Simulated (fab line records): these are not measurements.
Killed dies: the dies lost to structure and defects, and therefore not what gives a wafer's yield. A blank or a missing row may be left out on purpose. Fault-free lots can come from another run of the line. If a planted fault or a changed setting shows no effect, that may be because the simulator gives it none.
fab line records	flow rit-cmos
record: lots: 6	wafers: 18	last-day: 7
route steps=202 shown NWELL@35 PWELL@39 WELLDRIVE@50 NRETRO@53 M1@202
lots untouched by any fault: they come from a run of this same line in which no faults occurred
start-h: hours from the record's first day to the start of the lot's first wafer shown	wait-h: hours from the lot's prior step to this one	" the same as in the row above	L1.1+2: one row covering several wafers at once	- no value, or no start given	* or withheld: withheld	< > ~ a bound
route shown NAME@n: NAME is a module with steps in the file, n the number in the route of the first one	usual: mean/standard deviation of fault-free wafers	same: alike in all rows	chamber/n: place in a boat	sites: the reading at each site	_std_site: standard deviation across them	_edge_site: mean of outer sites minus mean of inner sites	radius-mm: how far each site lies from the wafer's centre	mask NAME#n: copy n	behind: the most recent tool/chamber to have shaped the wafer	hold: the reason the lot was held/the length of the hold in hours/how it ended	device: which transistor (n, p or np) failed to switch	end of line: tests of these same wafers at the route's end	for a step that has no rows: nothing shown but its recipe	killed: count of dies lost to structure and defects at first sort (not the wafer's yield)	map: the dies of a wafer, with x for killed, . for not killed, _ for no die there
set.NAME: the run value of the setting; set.NAME@STEP: its run value at that earlier step	model.NAME: the simulator's own value behind a step, which no gauge read
lots seen at some steps along the route; tables by step, rows by wafer
services: from which hour (start-h, from the record's first day; less than 0 if before it) a tool's chamber was out of use, for how many hours, and why
== steps ==
step: RIT_NWELL_HARDBAKE_07
recipe: resist: NOVOLAK	temp-c: 140	time-s: 120
step: RIT_NWELL_IMPLANT_08
recipe: species: P	energy-kev: 170	dose-cm2: 5e+13	tilt-deg: 7
step: RIT_NWELL_STRIP_09
recipe: chemistry: O2	time-s: 180	resist: NOVOLAK	platen-temp-c: withheld	power-w: 500	pressure-mtorr: 4000	o2-flow-sccm: 4000
usual: drypump-motor-current-A: 5.3/0.41
lot.wafer	tool	chamber	start-h	wait-h	drypump-motor-current-A	rf-hours-counter-h
L701.2	plasma-asher-01	0	22.37	0.1	5.4	39
L701.3	"	1	"	"	4.8	-
L701.5	"	0	"	"	5.4	-
L704.1	plasma-asher-04	0	39.04	0.1	5.5	20
L704.2	"	1	"	"	5.5	20
L704.6	"	0	"	"	5.5	-
L712.2	plasma-asher-03	1	78.41	0.1	6.0	45
L712.4	"	0	"	"	5.0	-
L712.6	"	1	"	"	5.9	-
L713.3	plasma-asher-04	0	82.75	0.1	5.6	-
L713.5	"	0	"	"	5.6	-
L713.6	"	1	"	"	5.5	-
L721.2	plasma-asher-04	0	123.57	0.1	5.5	28
L721.3	"	0	"	"	5.6	-
L721.4	"	1	"	"	5.5	-
L722.1	plasma-asher-03	0	126.37	0.1	5.0	51
L722.5	"	0	"	"	5.0	-
L722.6	"	1	"	"	5.9	-
step: RIT_NWELL_TW_MEAS_10
usual: NWELL_TW: 2136/28
lot.wafer	tool	chamber	start-h	wait-h	NWELL_TW
L701.2	film-metro-04	-	22.56	0.1	2153
L701.3	"	-	"	"	2157
L701.5	"	-	"	"	2147
L704.1	film-metro-01	-	39.21	0.1	2079
L704.2	"	-	"	"	2077
L704.6	"	-	"	"	2083
L712.2	film-metro-04	-	78.59	0.1	2149
L712.4	"	-	"	"	2143
L712.6	"	-	"	"	2153
L713.3	film-metro-02	-	82.89	0.1	2120
L713.5	"	-	"	"	2123
L713.6	"	-	"	"	2122
L721.2	film-metro-01	-	123.76	0.1	2106
L721.3	"	-	"	"	2077
L721.4	"	-	"	"	2098
L722.1	film-metro-04	-	126.55	0.1	2183
L722.5	"	-	"	"	2171
L722.6	"	-	"	"	2172
step: RIT_PWELL_HMDS_00
recipe: prime-time-s: 60	prime-temp-c: 140
step: RIT_PWELL_COAT_01
recipe: resist: NOVOLAK	spin-rpm: 2000	resist-thk-nm: 1300
step: RIT_PWELL_SOFTBAKE_02
recipe: resist: NOVOLAK	temp-c: 90	time-s: 60
step: RIT_PWELL_EXPOSE_03
recipe: mask-id: M3	na: 0.57	target-cd-nm: 43700	dose-mj: 250
step: RIT_PWELL_PEB_04
recipe: resist: NOVOLAK	temp-c: withheld	time-s: withheld
step: RIT_PWELL_DEVELOP_05
recipe: resist: NOVOLAK	develop-time-s: 68	dev-temp-c: 23
step: RIT_PWELL_OVL_MEAS_06
usual: PWELL_OVL: 0.0/1.4
lot.wafer	tool	chamber	start-h	wait-h	PWELL_OVL[nm]
L701.2	overlay-01	-	23.62	-	-0.7
L701.3	"	-	"	"	-0.9
L701.5	"	-	"	"	-0.8
L704.1	overlay-01	-	40.56	-	1.5
L704.2	"	-	"	"	0.6
L704.6	"	-	"	"	2.6
L712.2	overlay-02	-	79.65	-	0.7
L712.4	"	-	"	"	1.2
L712.6	"	-	"	"	-0.1
L713.3	overlay-01	-	84.10	-	0.4
L713.5	"	-	"	"	1.1
L713.6	"	-	"	"	0.2
L721.2	overlay-01	-	124.82	-	-0.5
L721.3	"	-	"	"	-1.3
L721.4	"	-	"	"	-0.5
L722.1	overlay-02	-	127.72	-	-0.8
L722.5	"	-	"	"	-0.1
L722.6	"	-	"	"	-0.8
step: RIT_PWELL_HARDBAKE_07
recipe: resist: NOVOLAK	temp-c: 140	time-s: 120
step: RIT_PWELL_IMPLANT_08
recipe: species: B	energy-kev: 170	dose-cm2: 7e+13	tilt-deg: 7
usual: dose-ions-cm2: 7e+13/7.7e+10	faraday-current-uA: 222/4.2
lot.wafer	tool	chamber	start-h	wait-h	dose-ions-cm2	faraday-current-uA
L701.2	implanter-03	0	23.92	0.2	7.001e+13	226
L701.3	"	0	"	"	7.01e+13	222
L701.5	"	0	"	"	6.999e+13	220
L704.1	implanter-03	0	41.10	0.2	6.989e+13	221
L704.2	"	0	"	"	7.005e+13	217
L704.6	"	0	"	"	6.993e+13	222
L712.2	implanter-03	0	79.96	0.2	9.105e+13	285
L712.4	"	0	"	"	9.106e+13	293
L712.6	"	0	"	"	9.094e+13	289
L713.3	implanter-03	0	84.43	0.2	9.098e+13	284
L713.5	"	0	"	"	9.089e+13	283
L713.6	"	0	"	"	9.092e+13	288
L721.2	implanter-02	0	125.13	0.2	6.998e+13	218
L721.3	"	0	"	"	7.002e+13	218
L721.4	"	0	"	"	7.003e+13	228
L722.1	implanter-02	0	128.17	0.2	6.997e+13	223
L722.5	"	0	"	"	7.001e+13	226
L722.6	"	0	"	"	7.007e+13	215
step: RIT_PWELL_STRIP_09
recipe: chemistry: O2	time-s: 180	resist: NOVOLAK	platen-temp-c: withheld	power-w: 500	pressure-mtorr: 4000	o2-flow-sccm: 3934
usual: drypump-motor-current-A: 5.3/0.45
lot.wafer	tool	chamber	start-h	wait-h	drypump-motor-current-A	rf-hours-counter-h
L701.2	plasma-asher-01	0	24.05	0.1	5.4	39
L701.3	"	1	"	"	4.8	-
L701.5	"	1	"	"	4.8	-
L704.1	plasma-asher-01	1	41.25	0.1	4.8	41
L704.2	"	0	"	"	5.4	41
L704.6	"	0	"	"	5.4	-
L712.2	plasma-asher-01	0	80.08	0.1	5.4	46
L712.4	"	0	"	"	5.4	-
L712.6	"	0	"	"	5.4	-
L713.3	plasma-asher-03	0	84.58	0.1	5.0	-
L713.5	"	1	"	"	5.9	-
L713.6	"	0	"	"	5.0	-
L721.2	plasma-asher-01	1	125.25	0.1	4.8	52
L721.3	"	0	"	"	5.4	-
L721.4	"	1	"	"	4.8	-
L722.1	plasma-asher-01	1	128.32	0.1	4.8	52
L722.5	"	0	"	"	5.4	-
L722.6	"	1	"	"	4.8	-
step: RIT_PWELL_TW_MEAS_10
usual: PWELL_TW: 946/9.8
lot.wafer	tool	chamber	start-h	wait-h	PWELL_TW
L701.2	film-metro-01	-	24.23	0.1	930
L701.3	"	-	"	"	932
L701.5	"	-	"	"	931
L704.1	film-metro-04	-	41.42	0.1	957
L704.2	"	-	"	"	955
L704.6	"	-	"	"	956
L712.2	film-metro-04	-	80.27	0.1	1036
L712.4	"	-	"	"	1042
L712.6	"	-	"	"	1043
L713.3	film-metro-02	-	84.72	0.1	1025
L713.5	"	-	"	"	1030
L713.6	"	-	"	"	1028
L721.2	film-metro-01	-	125.44	0.1	931
L721.3	"	-	"	"	938
L721.4	"	-	"	"	931
L722.1	film-metro-01	-	128.50	0.1	936
L722.5	"	-	"	"	931
L722.6	"	-	"	"	932
step: RIT_WELLDRIVE_ANNEAL_00
recipe: temp-c: 1100	time-s: 14700	ambient: N2
step: RIT_WELLDRIVE_RS_MEAS_01
recipe: thk-meas-gauge: four-point-probe
usual: NWELL_RS: 275.4/0.82
lot.wafer	tool	chamber	start-h	wait-h	NWELL_RS[ohm/sq]
L701.2	film-metro-01	-	30.39	0.0	274.3
L701.3	"	-	"	"	275.2
L701.5	"	-	"	"	273.9
L704.1	film-metro-02	-	46.56	0.0	277.1
L704.2	"	-	"	"	276.6
L704.6	"	-	"	"	276.4
L712.2	film-metro-04	-	86.34	0.0	275.9
L712.4	"	-	"	"	277.0
L712.6	"	-	"	"	275.9
L713.3	film-metro-01	-	89.88	0.0	276.4
L713.5	"	-	"	"	275.7
L713.6	"	-	"	"	275.7
L721.2	film-metro-02	-	130.59	0.0	274.3
L721.3	"	-	"	"	276.3
L721.4	"	-	"	"	275.2
L722.1	film-metro-04	-	133.64	0.0	274.5
L722.5	"	-	"	"	275.2
L722.6	"	-	"	"	274.4
step: RIT_WELLDRIVE_RS_MEAS_02
recipe: thk-meas-gauge: four-point-probe
usual: PWELL_RS: 429.1/1.3
lot.wafer	tool	chamber	start-h	wait-h	PWELL_RS[ohm/sq]
L701.2	film-metro-01	-	30.51	0.1	428.6
L701.3	"	-	"	"	428.7
L701.5	"	-	"	"	428.5
L704.1	film-metro-02	-	46.68	0.1	428.5
L704.2	"	-	"	"	427.8
L704.6	"	-	"	"	427.2
L712.2	film-metro-04	-	86.46	0.1	365.0
L712.4	"	-	"	"	364.6
L712.6	"	-	"	"	363.9
L713.3	film-metro-01	-	90.00	0.1	364.5
L713.5	"	-	"	"	364.6
L713.6	"	-	"	"	364.7
L721.2	film-metro-02	-	130.71	0.1	429.5
L721.3	"	-	"	"	427.2
L721.4	"	-	"	"	428.5
L722.1	film-metro-04	-	133.76	0.1	430.6
L722.5	"	-	"	"	430.0
L722.6	"	-	"	"	428.7
step: RIT_NRETRO_HMDS_00
recipe: prime-time-s: 60	prime-temp-c: 140
step: RIT_M1_PROBE_99
usual: killed-at-contacts: 0.0/0.2	killed-at-front-end: 6.6/2.9	killed-dies: 6.6/3	killed-open: 3.4/2	killed-short: 3.2/2
same: gross-dies: 264	killed_at_M0_to_M3: 0	killed_at_M4_up: 0	killed-at-back-side: 0	killed-at-other: 0
lot.wafer	tool	chamber	start-h	wait-h	killed-at-contacts	killed-at-front-end	killed-dies	killed-open	killed-short	model.etest.nmos_0p3.r-on-ohm-um	model.etest.nmos_0p15.r-on-ohm-um	model.etest.pwell-pinched.rs-ohm-sq	model.etest.pwell.rs-ohm-sq	model.etest.nmos-turned.drive-ua-um	model.etest.nmos_0p15.drive-ua-um	model.etest.nmos-narrow.drive-ua-um	model.etest.nmos_0p3.drive-ua-um
L701.2	prober-01	-	60.86	0.1	0	11	11	3	8	2077	1081	446	414.3	337.3	486.6	235.1	238.5
L701.3	prober-01	-	60.91	0.2	0	12	12	7	5	2069	1061	451.2	411.9	351.6	498.3	236.8	237.3
L701.5	prober-01	-	61.01	0.2	0	5	5	2	3	2030	1056	454.1	418.1	342.7	501.9	238.6	242.2
L704.1	prober-01	-	76.55	0.1	0	11	11	6	5	2024	1108	463.6	410.4	354.2	504.9	256	255
L704.2	prober-01	-	76.60	0.1	0	2	2	2	0	2053	1112	457.1	411.1	358.6	495.8	251.8	250.8
L704.6	prober-01	-	76.80	0.2	0	5	5	2	3	2003	1063	454.7	413.9	362.1	503.8	248.2	250
L712.2	prober-01	-	117.70	0.1	0	2	2	1	1	2240	1128	370.9	339.8	294.6	434.7	207.5	204.4
L712.4	prober-01	-	117.80	0.2	1	6	7	5	2	2239	1136	371.7	341.3	280.4	445.3	213.4	210.4
L712.6	prober-01	-	117.90	0.2	0	6	6	5	1	2222	1127	375.1	341	288.1	448.8	209	208.7
L713.3	prober-02	-	123.93	0.2	0	5	5	3	2	2180	1062	384.1	356	324.1	477.8	208	207.5
L713.5	prober-02	-	124.03	0.2	0	4	4	3	1	2234	1138	392.2	357.1	305.8	451.2	207.9	208.1
L713.6	prober-02	-	124.08	0.2	0	7	7	3	4	2193	1093	386.8	352.9	311.6	468.5	212.1	210.5
L721.2	prober-02	-	163.04	0.1	0	6	6	4	2	2051	1093	453.4	404.9	340.2	507	248.8	248.8
L721.3	prober-02	-	163.09	0.2	0	8	8	5	3	2105	1119	448.6	406.1	317.6	476.3	237.8	237.8
L721.4	prober-02	-	163.14	0.2	0	4	4	1	3	2076	1113	458.4	408.9	328.4	498.4	241	245.9
L722.1	prober-01	-	164.49	0.1	0	3	3	1	2	2063	1151	461.6	415.5	347.6	510.4	252.1	259.1
L722.5	prober-01	-	164.69	0.2	0	11	11	5	6	2031	1120	462.7	421.3	355.6	506.8	252.2	256.7
L722.6	prober-01	-	164.74	0.2	0	3	3	1	2	2032	1079	439.2	406	348.4	487.4	241.4	248.4
killed by level:class
L701.2 GATE:geometric-particle:short=2 REOX:geometric-particle:short=2 SPACER:geometric-particle:short=2 FOX1:geometric-particle:short=1 FOX2:geometric-particle:short=1 GATE:geometric-particle:open=1 REOX:geometric-particle:open=1 SPACER:geometric-particle:open=1
L701.3 FOX1:geometric-particle:open=3 GATE:geometric-particle:open=3 FOX1:geometric-particle:short=2 ACTIVE:geometric-particle:short=1 GATE:geometric-particle:short=1 REOX:geometric-particle:open=1 REOX:geometric-particle:short=1
L701.5 SPACER:geometric-particle:short=2 GATE:geometric-particle:short=1 GATE:geometric-particle:open=1 SPACER:geometric-particle:open=1
L704.1 GATE:geometric-particle:short=3 SPACER:geometric-particle:open=3 FOX1:geometric-particle:short=1 FOX2:geometric-particle:open=1 GATE:geometric-particle:open=1 REOX:geometric-particle:open=1 SILICIDE:geometric-particle:short=1
L704.2 FOX1:geometric-particle:open=1 GATE:geometric-particle:open=1
L704.6 FOX1:geometric-particle:open=1 GATE:geometric-particle:short=1 REOX:geometric-particle:short=1 SPACER:geometric-particle:open=1 SPACER:geometric-particle:short=1
L712.2 FOX2:geometric-particle:open=1 REOX:geometric-particle:short=1
L712.4 REOX:geometric-particle:open=2 FOX1:geometric-particle:short=1 SPACER:geometric-particle:open=1 SILICIDE:geometric-particle:short=1 SILICIDE:geometric-particle:open=1 CONTACT:geometric-particle:open=1
L712.6 GATE:geometric-particle:open=2 SILICIDE:geometric-particle:open=2 ACTIVE:geometric-particle:open=1 GATE:geometric-particle:short=1
L713.3 GATE:geometric-particle:short=2 SILICIDE:geometric-particle:open=2 SPACER:geometric-particle:open=1
L713.5 FOX1:geometric-particle:open=1 GATE:geometric-particle:short=1 REOX:geometric-particle:open=1 SILICIDE:geometric-particle:open=1
L713.6 GATE:geometric-particle:open=2 REOX:geometric-particle:short=2 FOX1:geometric-particle:open=1 GATE:geometric-particle:short=1 SILICIDE:geometric-particle:short=1
L721.2 GATE:geometric-particle:short=2 GATE:geometric-particle:open=1 REOX:geometric-particle:open=1 SPACER:geometric-particle:open=1 SILICIDE:geometric-particle:open=1
L721.3 GATE:geometric-particle:open=3 REOX:geometric-particle:open=2 FOX1:geometric-particle:short=1 GATE:geometric-particle:short=1 REOX:geometric-particle:short=1
L721.4 GATE:geometric-particle:short=1 REOX:geometric-particle:short=1 SPACER:geometric-particle:open=1 SPACER:geometric-particle:short=1
L722.1 FOX1:geometric-particle:short=1 GATE:geometric-particle:open=1 SPACER:geometric-particle:short=1
L722.5 GATE:geometric-particle:open=3 GATE:geometric-particle:short=2 REOX:geometric-particle:open=2 SPACER:geometric-particle:short=2 FOX1:geometric-particle:short=1 SILICIDE:geometric-particle:short=1
L722.6 FOX1:geometric-particle:short=1 GATE:geometric-particle:short=1 GATE:geometric-particle:open=1
== services ==
tool	chamber	start-h	hours	kind
plasma-asher-01	-	-1.62	14.6	pm
implanter-02	-	2.46	3.5	repair
implanter-02	-	7.95	3.0	pm
plasma-asher-04	-	33.20	1.2	repair
plasma-asher-03	-	68.20	8.0	repair
plasma-asher-04	-	69.16	10.0	pm
plasma-asher-01	-	90.33	1.3	repair
implanter-02	-	91.68	6.2	repair
plasma-asher-04	-	95.39	2.0	repair
== key ==
first-sign: step: RIT_PWELL_IMPLANT_08	reading: dose-ions-cm2	direction: up	sigmas: 99+	usual: 7e+13	struck: 9.097e+13
effect: step: RIT_PWELL_IMPLANT_08	reading: faraday-current-uA	direction: up	sigmas: 16	usual: 222	struck: 287
effect: step: RIT_PWELL_TW_MEAS_10	reading: PWELL_TW	direction: up	sigmas: 8.9	usual: 946	struck: 1034
effect: step: RIT_WELLDRIVE_RS_MEAS_02	reading: PWELL_RS	direction: down	sigmas: 51	usual: 429.1	struck: 364.6
model-effect: step: RIT_M1_PROBE_99	value: etest.nmos_0p3.r-on-ohm-um	without: 2022	struck: 2218
met-at RIT_PWELL_IMPLANT_08
struck-wafers L712.2,L712.4,L712.6,L713.3,L713.5,L713.6
tester-left-out L712,L713
onset-between 41.10 79.96
fault: kind: process-parameter-drift	tool: implanter-03	chamber: -	onset-h: 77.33	steps: RIT_PWELL_IMPLANT_08	channel: dose-cm2	offset: 2.1e+13	shape: step	end-h: 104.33	acts-in: these-recipes-only	stated: 7e+13
tester-left-out: of these lots the tester's yield and bins aren't shown, on N5 and GAA mostly nor the transistor test; their killed dies are dies lost to structure and defects alone, not to doping, threshold or leakage, so they don't give the yield
